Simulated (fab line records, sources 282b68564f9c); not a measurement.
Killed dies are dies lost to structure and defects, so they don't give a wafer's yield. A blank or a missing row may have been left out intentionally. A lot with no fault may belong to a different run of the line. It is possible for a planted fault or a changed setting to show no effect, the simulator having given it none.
Comparing a struck lot with a sound one || flow ritCmos || 21 steps out of a route of 202
Sound: the wafers L154.1, L154.2, L154.3. Wafers struck: L152.1, L152.3, L152.5. At the end, the cause is stated.
Each step with rows lists, per side, the tool, then ch with its chambers, then its first start. Under that, the readings that differ: sound wafers || struck wafers || difference of the means || sigmas: that difference in standard deviations of wafers without a fault.
alike: a reading whose means differ by less than 2 such deviations, as well as words and numbers matching on both sides. not compared: withheld readings; readings where some wafer has no value; bounds like >300 that might hide an equal value; numbers whose values overlap and for which the record gives no deviation.
A row with sigmas, a row that says differs or no value, or rows on one side alone: a step with any of these is where the two part. Numbers that don't overlap but have no deviation are shown without sigmas and don't part them. Lack of a reading on every wafer of one side parts them only where that side has two or more wafers.

first, 6 steps without rows for these wafers: RIT_NSD_HMDS_00 (prime time 60 s); RIT_NSD_COAT_01 (resist thk 1000 nm); RIT_NSD_SOFTBAKE_02 (time 60 s); RIT_NSD_EXPOSE_03 (exposes mask M9, target cd 40700 nm); RIT_NSD_PEB_04; RIT_NSD_DEVELOP_05 (develop time 50 s).
RIT_NSD_OVL_MEAS_06:
  struck on overlay-02, day 6 18:24; sound on overlay-01, day 6 22:56
  alike: NSD_OVL
then, 2 steps without rows for these wafers: RIT_NSD_HARDBAKE_07 (time 60 s); RIT_NSD_IMPLANT_08.
RIT_NSD_STRIP_09: strips in O2, time 180 s.
  sound on plasmaAsher-02 ch 0,1, day 6 23:16; struck on plasmaAsher-04 ch 0,1, day 6 18:44
  alike: drypumpMotorCurrentA
  not compared: rfHoursCounterH
RIT_NSD_TW_MEAS_10:
  struck on filmMetro-04, day 6 18:55; sound on filmMetro-03, day 6 23:26
  alike: NSD_TW
then, 1 step without rows for these wafers: RIT_PSD_HMDS_00 (prime time 60 s).
RIT_PSD_COAT_01: resist thk 1000 nm.
  sound on lithoTrack-02 ch 0, day 6 23:39; struck on lithoTrack-04 ch 0, day 6 19:07
{"reading": "spinSpeedRpm (rpm)", "sound": "3250.3 3253.4 3250.3", "struck": "3942.2 3944.3 3940.6", "difference": "+691.0", "sigmas": "+99 or more"}
{"reading": "model.NOVOLAK_of_PSD_COAT_01.thkNm (nm)", "sound": "1000 997.8 1001", "struck": "908.5 911.7 909.7", "difference": -89.6, "sigmas": ""}
then, 4 steps without rows for these wafers: RIT_PSD_SOFTBAKE_02 (time 60 s); RIT_PSD_EXPOSE_03 (exposes mask M10, target cd 40900 nm); RIT_PSD_PEB_04; RIT_PSD_DEVELOP_05 (develop time 50 s).
RIT_PSD_OVL_MEAS_06:
  struck on overlay-01, day 6 19:49; sound on overlay-01, day 7 00:21
  alike: PSD_OVL
RIT_PSD_HARDBAKE_07: time 60 s.
  sound on lithoTrack-03 ch 0, day 7 00:23; struck on lithoTrack-04 ch 0, day 6 19:52
{"reading": "model.NOVOLAK_of_PSD_COAT_01.thkNm (nm)", "sound": "883.8 881.9 885.1", "struck": "803.6 806.5 804.8", "difference": -78.6, "sigmas": ""}
next, for these wafers, 1 step has no rows: RIT_PSD_IMPLANT_08.
RIT_M1_PROBE_99:
  the record holds rows for the sound wafers here (prober-02, day 7 08:45) but none for the struck ones

== WHERE THEY PART ==
Earliest at RIT_PSD_COAT_01; latest, in this record, at RIT_M1_PROBE_99.

WHY: the cause the simulator had injected
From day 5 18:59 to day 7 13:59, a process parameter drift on lithoTrack-04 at RIT_PSD_COAT_01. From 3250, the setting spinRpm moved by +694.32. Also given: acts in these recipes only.
